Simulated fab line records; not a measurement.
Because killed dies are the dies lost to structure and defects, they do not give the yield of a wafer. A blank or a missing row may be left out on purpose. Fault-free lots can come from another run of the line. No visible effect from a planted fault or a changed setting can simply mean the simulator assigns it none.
Which tool was responsible? -- flow rit-cmos -- 7 lots, 21 wafers sampled, at 2 steps of a route of 202

## WHAT EACH GAUGE READ, for each wafer
RIT_GATE_THK_MEAS_07.
lot,measured,on,GATE_OXIDE_THK (nm)
L427,day 3 00:39,film-metro-04,3.03 3.04 2.99
L429,day 3 11:23,film-metro-01,3.06 3.08 3.04
L432,day 3 22:11,film-metro-01,3.05 2.98 2.99
L434,day 4 17:10,film-metro-04,2.95 3.04 2.98
L436,day 5 02:31,film-metro-03,2.99 2.93 3.02
L442,day 6 14:50,film-metro-01,3.00 2.96 2.85
L447,day 7 07:32,film-metro-04,2.64 2.57 2.55

## WHAT TOOL EACH LOT RAN ON (gives the tool, then ch and the chambers of the sampled wafers, and finally the start)
lot,RIT_GATE_OXIDATION_05
L427,"furnace-01 ch 0, day 2 23:11"
L429,"furnace-04 ch 0, day 3 10:04"
L432,"furnace-03 ch 0, day 3 20:51"
L434,"furnace-03 ch 0, day 4 10:51"
L436,"furnace-01 ch 0, day 5 01:11"
L442,"furnace-04 ch 0, day 6 11:10"
L447,"furnace-03 ch 0, day 7 05:47"
- RIT_GATE_OXIDATION_05: target thk 3 nm, ox time 270 s.

## THE ANSWER, worked out from the rows above alone
Rule: usual is defined by the lots themselves. The widest of any qualifying gaps counts: lots, ordered by their means at a reading, are off when they make up no more than a third of the lots, leave a main group of 4 or more, and stand apart from it by 3 or more times the standard deviation of that group's means. Not used: any main group whose means are identical at the precision the tables above print for the reading. Also off: a lot with no number at a reading for which 4 or more lots have one. The other lots that the step has rows for count as sound.
Off: L447, seen at RIT_GATE_THK_MEAS_07 (GATE_OXIDE_THK). Main group: mean 3.00 nm, sd 0.038.
A tool fits if, at a process step before that reading, it ran every lot that is off, and no sound lot after the first of them. Gauges at RIT_GATE_THK_MEAS_07: tried the same way as those tools. 2 tools fit, furnace-03 at RIT_GATE_OXIDATION_05 and film-metro-04 at RIT_GATE_THK_MEAS_07, so this cannot tell which one it is.

## WHAT THE SIMULATOR HAD PUT IN
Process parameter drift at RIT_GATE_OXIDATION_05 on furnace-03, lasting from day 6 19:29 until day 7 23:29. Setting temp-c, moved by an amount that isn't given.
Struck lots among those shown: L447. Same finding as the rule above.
